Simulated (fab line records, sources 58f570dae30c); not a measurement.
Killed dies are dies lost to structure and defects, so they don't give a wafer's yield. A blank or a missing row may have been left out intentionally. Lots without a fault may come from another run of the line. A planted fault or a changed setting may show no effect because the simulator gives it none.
Split-lot trial    flow berkeley-cmos170    5 lots, 23 wafers read, on a route of 331 steps

== ABOUT THE SPLIT ==
At UCB170_PLDD_EXPOSE_03 (exposes mask PSELECT, target cd 1200 nm), the setting dose-mj was moved away from the recipe's 30 on 9 of the 23 wafers read, by -6.9% to +6.6%. This setting was run at the recipe's value on the other wafers.

== FROM THE SPLIT TO THE READING: what the file shows between them, 2 steps ==
- UCB170_PLDD_PEB_04
- UCB170_PLDD_DEVELOP_05: develop time 45 s

== THE READING ==
cd-nm (nm) at UCB170_PLDD_CD_MEAS_06, where the cd target is 1200 nm. Fault-free wafers of this fab line usually give 1199.1 nm, standard deviation 1.2 nm.

wafer   tool, chamber at the split  dose-mj as run  against the recipe  cd-nm, nm  against lot-mates on the recipe
L074.1  krf-scanner-01, 0           30              recipe              1199.4     -
L074.2  krf-scanner-01, 0           30              recipe              1198.3     -
L074.4  krf-scanner-01, 0           30              recipe              1199.4     -
L074.5  krf-scanner-01, 0           30              recipe              1199.5     -
L074.6  krf-scanner-01, 0           30              recipe              1199.4     -
L075.2  krf-scanner-01, 0           27.93           -6.9%               1184.7     -13.5
L075.3  krf-scanner-01, 0           30              recipe              1198.2     -
L075.4  krf-scanner-01, 0           27.93           -6.9%               1184.6     -13.6
L075.5  krf-scanner-01, 0           30              recipe              1198.2     -
L075.6  krf-scanner-01, 0           27.93           -6.9%               1183.9     -14.3
L077.1  krf-scanner-02, 0           30              recipe              1200.4     -
L077.2  krf-scanner-02, 0           31.98           +6.6%               1212.5     +12.0
L077.3  krf-scanner-02, 0           31.98           +6.6%               1210.7     +10.2
L077.4  krf-scanner-02, 0           31.98           +6.6%               1211.6     +11.1
L077.6  krf-scanner-02, 0           30              recipe              1200.6     -
L079.2  krf-scanner-02, 0           30              recipe              1200.7     -
L079.3  krf-scanner-02, 0           30              recipe              1199.5     -
L079.5  krf-scanner-02, 0           30              recipe              1199.3     -
L084.1  krf-scanner-01, 0           30              recipe              1199.7     -
L084.2  krf-scanner-01, 0           31.65           +5.5%               1207.7     +8.0
L084.3  krf-scanner-01, 0           31.65           +5.5%               1208.9     +9.2
L084.4  krf-scanner-01, 0           30              recipe              1199.8     -
L084.5  krf-scanner-01, 0           31.65           +5.5%               1208.6     +8.8

THE FIT
A straight line over all 23 wafers: cd-nm changes by +1.94 nm for each +1% of dose-mj; r = +0.99; the points scatter about the line by 1.1 nm.
The same after taking each lot's own level away (the mean of its wafers on the recipe; 23 wafers): +1.8 nm for each +1%; r = +0.99; scatter 0.78 nm.
According to that fit, moving dose-mj by its largest amount changes the reading by 12 nm.
The lots' own levels span 1198.20 to 1200.50 nm, that is 1.9 times the standard deviation above.
So the lot-to-lot level changes the slope little: the two slopes agree.
Check: for one of the wafers moved furthest among these (-6.9%), held out of the fit, the line's prediction against its lot-mates is -12.7 nm. It came out at -13.5 nm against them.

== FILE'S OWN FIT ==
cd-nm changes by +1.78 nm for each +1% of dose-mj, r = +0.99.
